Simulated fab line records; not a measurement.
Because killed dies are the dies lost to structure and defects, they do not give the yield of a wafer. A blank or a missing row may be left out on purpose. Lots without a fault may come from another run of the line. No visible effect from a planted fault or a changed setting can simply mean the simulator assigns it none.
Which tool did it? || flow rit_cmos || 14 lots with 42 wafers sampled at 5 steps, on a route of 202 steps

WHAT EACH GAUGE READ, for each wafer
Not one reading of a measure or inspect step in the record can be checked against a usual standard deviation.

EACH LOT AND THE TOOL THAT RAN IT (in order: tool; ch and the chambers of the sampled wafers; start)
{"lot": "L386", "RIT_NWELL_SOFTBAKE_02": "litho_track-01 ch 0, day 1 21:08", "RIT_PWELL_STRIP_09": "plasma_asher-02 ch 0,1, day 1 23:59", "RIT_PRETRO_STRIP_09": "plasma_asher-03 ch 0, day 2 10:26", "RIT_PSD_STRIP_09": "plasma_asher-02 ch 0,1, day 3 07:17", "RIT_M1_PROBE_99": "-"}
{"lot": "L387", "RIT_NWELL_SOFTBAKE_02": "litho_track-02 ch 0, day 2 02:18", "RIT_PWELL_STRIP_09": "plasma_asher-01 ch 0,1, day 2 05:11", "RIT_PRETRO_STRIP_09": "plasma_asher-03 ch 0,1, day 2 13:37", "RIT_PSD_STRIP_09": "plasma_asher-02 ch 0,1, day 3 09:49", "RIT_M1_PROBE_99": "-"}
{"lot": "L388", "RIT_NWELL_SOFTBAKE_02": "litho_track-04 ch 0, day 2 06:22", "RIT_PWELL_STRIP_09": "plasma_asher-03 ch 0,1, day 2 10:45", "RIT_PRETRO_STRIP_09": "plasma_asher-04 ch 0,1, day 2 19:16", "RIT_PSD_STRIP_09": "plasma_asher-02 ch 0,1, day 3 13:38", "RIT_M1_PROBE_99": "-"}
{"lot": "L389", "RIT_NWELL_SOFTBAKE_02": "litho_track-04 ch 0, day 2 10:38", "RIT_PWELL_STRIP_09": "plasma_asher-01 ch 0,1, day 2 13:19", "RIT_PRETRO_STRIP_09": "plasma_asher-01 ch 0,1, day 2 22:40", "RIT_PSD_STRIP_09": "plasma_asher-02 ch 1, day 3 18:25", "RIT_M1_PROBE_99": "-"}
{"lot": "L390", "RIT_NWELL_SOFTBAKE_02": "litho_track-01 ch 0, day 2 16:42", "RIT_PWELL_STRIP_09": "plasma_asher-02 ch 0,1, day 2 19:31", "RIT_PRETRO_STRIP_09": "plasma_asher-03 ch 0,1, day 3 04:04", "RIT_PSD_STRIP_09": "plasma_asher-04 ch 0,1, day 3 21:36", "RIT_M1_PROBE_99": "-"}
{"lot": "L391", "RIT_NWELL_SOFTBAKE_02": "litho_track-01 ch 0, day 2 20:50", "RIT_PWELL_STRIP_09": "plasma_asher-03 ch 0,1, day 2 23:30", "RIT_PRETRO_STRIP_09": "plasma_asher-04 ch 0,1, day 3 09:37", "RIT_PSD_STRIP_09": "plasma_asher-01 ch 0,1, day 4 02:35", "RIT_M1_PROBE_99": "-"}
{"lot": "L392", "RIT_NWELL_SOFTBAKE_02": "litho_track-01 ch 0, day 3 02:49", "RIT_PWELL_STRIP_09": "plasma_asher-02 ch 0,1, day 3 05:23", "RIT_PRETRO_STRIP_09": "plasma_asher-01 ch 0,1, day 3 14:17", "RIT_PSD_STRIP_09": "plasma_asher-04 ch 1, day 4 06:43", "RIT_M1_PROBE_99": "prober-01, day 4 14:38"}
{"lot": "L396", "RIT_NWELL_SOFTBAKE_02": "litho_track-02 ch 0, day 3 22:10", "RIT_PWELL_STRIP_09": "plasma_asher-03 ch 0,1, day 4 00:53", "RIT_PRETRO_STRIP_09": "plasma_asher-01 ch 0,1, day 4 09:19", "RIT_PSD_STRIP_09": "plasma_asher-04 ch 0,1, day 5 02:27", "RIT_M1_PROBE_99": "prober-01, day 5 10:37"}
{"lot": "L397", "RIT_NWELL_SOFTBAKE_02": "litho_track-04 ch 0, day 4 02:52", "RIT_PWELL_STRIP_09": "plasma_asher-02 ch 0,1, day 4 05:32", "RIT_PRETRO_STRIP_09": "plasma_asher-03 ch 0,1, day 4 15:22", "RIT_PSD_STRIP_09": "plasma_asher-04 ch 0,1, day 5 09:19", "RIT_M1_PROBE_99": "prober-02, day 5 17:43"}
{"lot": "L398", "RIT_NWELL_SOFTBAKE_02": "litho_track-04 ch 0, day 4 08:47", "RIT_PWELL_STRIP_09": "plasma_asher-02 ch 0, day 4 11:20", "RIT_PRETRO_STRIP_09": "plasma_asher-03 ch 0,1, day 4 19:58", "RIT_PSD_STRIP_09": "plasma_asher-04 ch 0, day 5 12:27", "RIT_M1_PROBE_99": "prober-01, day 5 20:26"}
{"lot": "L400", "RIT_NWELL_SOFTBAKE_02": "litho_track-02 ch 0, day 4 18:43", "RIT_PWELL_STRIP_09": "plasma_asher-03 ch 0, day 4 21:22", "RIT_PRETRO_STRIP_09": "plasma_asher-04 ch 0,1, day 5 06:12", "RIT_PSD_STRIP_09": "plasma_asher-04 ch 0,1, day 5 22:53", "RIT_M1_PROBE_99": "prober-01, day 6 09:26"}
{"lot": "L401", "RIT_NWELL_SOFTBAKE_02": "litho_track-02 ch 0, day 5 00:10", "RIT_PWELL_STRIP_09": "plasma_asher-02 ch 0,1, day 5 03:05", "RIT_PRETRO_STRIP_09": "plasma_asher-01 ch 0,1, day 5 12:11", "RIT_PSD_STRIP_09": "plasma_asher-04 ch 0,1, day 6 08:28", "RIT_M1_PROBE_99": "prober-02, day 6 16:43"}
{"lot": "L402", "RIT_NWELL_SOFTBAKE_02": "litho_track-04 ch 0, day 5 06:25", "RIT_PWELL_STRIP_09": "plasma_asher-01 ch 0,1, day 5 09:14", "RIT_PRETRO_STRIP_09": "plasma_asher-01 ch 0,1, day 5 18:49", "RIT_PSD_STRIP_09": "plasma_asher-02 ch 0,1, day 6 17:11", "RIT_M1_PROBE_99": "prober-01, day 7 03:11"}
{"lot": "L403", "RIT_NWELL_SOFTBAKE_02": "litho_track-04 ch 0, day 5 10:33", "RIT_PWELL_STRIP_09": "plasma_asher-03 ch 0, day 5 13:20", "RIT_PRETRO_STRIP_09": "plasma_asher-04 ch 0,1, day 5 22:10", "RIT_PSD_STRIP_09": "plasma_asher-02 ch 0,1, day 6 18:39", "RIT_M1_PROBE_99": "-"}
- RIT_NWELL_SOFTBAKE_02: time 60 s.
- RIT_PWELL_STRIP_09: strips in O2, time 180 s.
- RIT_PRETRO_STRIP_09: strips in O2, time 180 s.
- RIT_PSD_STRIP_09: strips in O2, time 180 s.
- RIT_M1_PROBE_99

AS READ BY THE TOOLS THEMSELVES (means over the sampled wafers that have a number; for cases with no such wafer, the mark the record gives instead)
RIT_NWELL_SOFTBAKE_02. Usual: heater_power_total_W 34.57 W, standard deviation 0.053; run_length_s 89.24 s, standard deviation 0.13.
{"lot": "L386", "tool": "litho_track-01", "heater_power_total_W (W)": 34.56, "run_length_s (s)": 89.08, "flag": ""}
{"lot": "L387", "tool": "litho_track-02", "heater_power_total_W (W)": 34.55, "run_length_s (s)": 89.27, "flag": ""}
{"lot": "L388", "tool": "litho_track-04", "heater_power_total_W (W)": 34.58, "run_length_s (s)": 89.22, "flag": ""}
{"lot": "L389", "tool": "litho_track-04", "heater_power_total_W (W)": 34.54, "run_length_s (s)": 89.33, "flag": ""}
{"lot": "L390", "tool": "litho_track-01", "heater_power_total_W (W)": 34.53, "run_length_s (s)": 89.18, "flag": ""}
{"lot": "L391", "tool": "litho_track-01", "heater_power_total_W (W)": 34.60, "run_length_s (s)": 89.12, "flag": ""}
{"lot": "L392", "tool": "litho_track-01", "heater_power_total_W (W)": 34.59, "run_length_s (s)": 89.26, "flag": ""}
{"lot": "L396", "tool": "litho_track-02", "heater_power_total_W (W)": 34.57, "run_length_s (s)": 89.27, "flag": ""}
{"lot": "L397", "tool": "litho_track-04", "heater_power_total_W (W)": 34.56, "run_length_s (s)": 89.25, "flag": ""}
{"lot": "L398", "tool": "litho_track-04", "heater_power_total_W (W)": 34.54, "run_length_s (s)": 89.25, "flag": ""}
{"lot": "L400", "tool": "litho_track-02", "heater_power_total_W (W)": 34.59, "run_length_s (s)": 89.21, "flag": ""}
{"lot": "L401", "tool": "litho_track-02", "heater_power_total_W (W)": 34.59, "run_length_s (s)": 89.39, "flag": ""}
{"lot": "L402", "tool": "litho_track-04", "heater_power_total_W (W)": 34.56, "run_length_s (s)": 95.43, "flag": "OFF"}
{"lot": "L403", "tool": "litho_track-04", "heater_power_total_W (W)": 34.48, "run_length_s (s)": 95.49, "flag": "OFF"}

RIT_PWELL_STRIP_09. Usual: 5.8 A for drypump_motor_current_A, sd 0.48.
{"lot": "L386", "tool": "plasma_asher-02", "drypump_motor_current_A (A)": 5.8, "flag": ""}
{"lot": "L387", "tool": "plasma_asher-01", "drypump_motor_current_A (A)": 5.9, "flag": ""}
{"lot": "L388", "tool": "plasma_asher-03", "drypump_motor_current_A (A)": 5.3, "flag": ""}
{"lot": "L389", "tool": "plasma_asher-01", "drypump_motor_current_A (A)": 5.9, "flag": ""}
{"lot": "L390", "tool": "plasma_asher-02", "drypump_motor_current_A (A)": 6.1, "flag": ""}
{"lot": "L391", "tool": "plasma_asher-03", "drypump_motor_current_A (A)": 5.6, "flag": ""}
{"lot": "L392", "tool": "plasma_asher-02", "drypump_motor_current_A (A)": 5.8, "flag": ""}
{"lot": "L396", "tool": "plasma_asher-03", "drypump_motor_current_A (A)": 5.6, "flag": ""}
{"lot": "L397", "tool": "plasma_asher-02", "drypump_motor_current_A (A)": 6.1, "flag": ""}
{"lot": "L398", "tool": "plasma_asher-02", "drypump_motor_current_A (A)": 5.4, "flag": ""}
{"lot": "L400", "tool": "plasma_asher-03", "drypump_motor_current_A (A)": 5.7, "flag": ""}
{"lot": "L401", "tool": "plasma_asher-02", "drypump_motor_current_A (A)": 5.8, "flag": ""}
{"lot": "L402", "tool": "plasma_asher-01", "drypump_motor_current_A (A)": 6.0, "flag": ""}
{"lot": "L403", "tool": "plasma_asher-03", "drypump_motor_current_A (A)": 5.8, "flag": ""}

RIT_PRETRO_STRIP_09. Usual: 5.7 A for drypump_motor_current_A, sd 0.51.
{"lot": "L386", "tool": "plasma_asher-03", "drypump_motor_current_A (A)": 5.8, "flag": ""}
{"lot": "L387", "tool": "plasma_asher-03", "drypump_motor_current_A (A)": 5.3, "flag": ""}
{"lot": "L388", "tool": "plasma_asher-04", "drypump_motor_current_A (A)": 6.2, "flag": ""}
{"lot": "L389", "tool": "plasma_asher-01", "drypump_motor_current_A (A)": 6.0, "flag": ""}
{"lot": "L390", "tool": "plasma_asher-03", "drypump_motor_current_A (A)": 5.6, "flag": ""}
{"lot": "L391", "tool": "plasma_asher-04", "drypump_motor_current_A (A)": 5.7, "flag": ""}
{"lot": "L392", "tool": "plasma_asher-01", "drypump_motor_current_A (A)": 5.9, "flag": ""}
{"lot": "L396", "tool": "plasma_asher-01", "drypump_motor_current_A (A)": 5.9, "flag": ""}
{"lot": "L397", "tool": "plasma_asher-03", "drypump_motor_current_A (A)": 5.5, "flag": ""}
{"lot": "L398", "tool": "plasma_asher-03", "drypump_motor_current_A (A)": 5.6, "flag": ""}
{"lot": "L400", "tool": "plasma_asher-04", "drypump_motor_current_A (A)": 5.7, "flag": ""}
{"lot": "L401", "tool": "plasma_asher-01", "drypump_motor_current_A (A)": 6.1, "flag": ""}
{"lot": "L402", "tool": "plasma_asher-01", "drypump_motor_current_A (A)": 6.0, "flag": ""}
{"lot": "L403", "tool": "plasma_asher-04", "drypump_motor_current_A (A)": 6.1, "flag": ""}

RIT_PSD_STRIP_09. Usual: 5.9 A for drypump_motor_current_A, sd 0.6.
{"lot": "L386", "tool": "plasma_asher-02", "drypump_motor_current_A (A)": 6.1, "flag": ""}
{"lot": "L387", "tool": "plasma_asher-02", "drypump_motor_current_A (A)": 6.1, "flag": ""}
{"lot": "L388", "tool": "plasma_asher-02", "drypump_motor_current_A (A)": 5.7, "flag": ""}
{"lot": "L389", "tool": "plasma_asher-02", "drypump_motor_current_A (A)": 6.5, "flag": ""}
{"lot": "L390", "tool": "plasma_asher-04", "drypump_motor_current_A (A)": 5.7, "flag": ""}
{"lot": "L391", "tool": "plasma_asher-01", "drypump_motor_current_A (A)": 6.1, "flag": ""}
{"lot": "L392", "tool": "plasma_asher-04", "drypump_motor_current_A (A)": 5.2, "flag": ""}
{"lot": "L396", "tool": "plasma_asher-04", "drypump_motor_current_A (A)": 5.7, "flag": ""}
{"lot": "L397", "tool": "plasma_asher-04", "drypump_motor_current_A (A)": 5.7, "flag": ""}
{"lot": "L398", "tool": "plasma_asher-04", "drypump_motor_current_A (A)": 6.6, "flag": ""}
{"lot": "L400", "tool": "plasma_asher-04", "drypump_motor_current_A (A)": 6.1, "flag": ""}
{"lot": "L401", "tool": "plasma_asher-04", "drypump_motor_current_A (A)": 6.1, "flag": ""}
{"lot": "L402", "tool": "plasma_asher-02", "drypump_motor_current_A (A)": 5.8, "flag": ""}
{"lot": "L403", "tool": "plasma_asher-02", "drypump_motor_current_A (A)": 6.1, "flag": ""}

RIT_M1_PROBE_99. Usual: killed_at_contacts 0.1, standard deviation 0.3; killed_at_front_end 6.5, standard deviation 2.9; killed_dies 6.6, standard deviation 3; killed_open 3.3, standard deviation 2; killed_short 3.3, standard deviation 1.9.
{"lot": "L392", "tool": "prober-01", "killed_at_contacts": 0.0, "killed_at_front_end": 8.0, "killed_dies": 8.0, "killed_open": 4.7, "killed_short": 3.3, "flag": ""}
{"lot": "L396", "tool": "prober-01", "killed_at_contacts": 0.0, "killed_at_front_end": 2.7, "killed_dies": 2.7, "killed_open": 2.3, "killed_short": 0.3, "flag": ""}
{"lot": "L397", "tool": "prober-02", "killed_at_contacts": 0.0, "killed_at_front_end": 5.7, "killed_dies": 5.7, "killed_open": 2.7, "killed_short": 3.0, "flag": ""}
{"lot": "L398", "tool": "prober-01", "killed_at_contacts": 0.0, "killed_at_front_end": 6.3, "killed_dies": 6.3, "killed_open": 3.7, "killed_short": 2.7, "flag": ""}
{"lot": "L400", "tool": "prober-01", "killed_at_contacts": 0.3, "killed_at_front_end": 6.0, "killed_dies": 6.3, "killed_open": 3.7, "killed_short": 2.7, "flag": ""}
{"lot": "L401", "tool": "prober-02", "killed_at_contacts": 0.0, "killed_at_front_end": 10.0, "killed_dies": 10.0, "killed_open": 4.7, "killed_short": 5.3, "flag": ""}
{"lot": "L402", "tool": "prober-01", "killed_at_contacts": 0.0, "killed_at_front_end": 8.7, "killed_dies": 8.7, "killed_open": 4.3, "killed_short": 4.3, "flag": ""}

THE ANSWER, worked out from the rows above alone
Rule: take the mean of a lot's wafers that have a number; if it is more than 3 standard deviations from the usual mean, the lot is off. A lot without any number at a reading at which 4 lots or more have one is off too. Where the step has rows for the other lots, those lots are counted as sound. After the gauges, taken in route order, come the tools' own readings; for these a lot's mean is taken, as printed above. The first step at which some lot is off is used, and at that step the reading that is off furthest; a lot without a number counts as furthest.
Off: L402, L403 (RIT_NWELL_SOFTBAKE_02, run_length_s).
A tool fits if, at that step or a process step before it, it ran every lot that is off, and no sound lot after the first of them. One fits: RIT_NWELL_SOFTBAKE_02 on litho_track-04. A fault onset in the window from L398 (day 4 08:47, its last sound lot) to L402 (day 5 06:25, its first lot off) fits.
On the lots that are off, the tool's own readings at RIT_NWELL_SOFTBAKE_02 differ by more than 5 times the standard deviation of the sound lots' means, which bears it out; run_length_s reads 95.46 s there versus 89.24 s on the sound lots.

WHAT THE SIMULATOR PUT IN
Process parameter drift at RIT_NWELL_SOFTBAKE_02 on litho_track-04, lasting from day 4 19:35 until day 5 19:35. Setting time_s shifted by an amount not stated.
Lots struck among those shown: L402, L403. The same result came from the rule above.
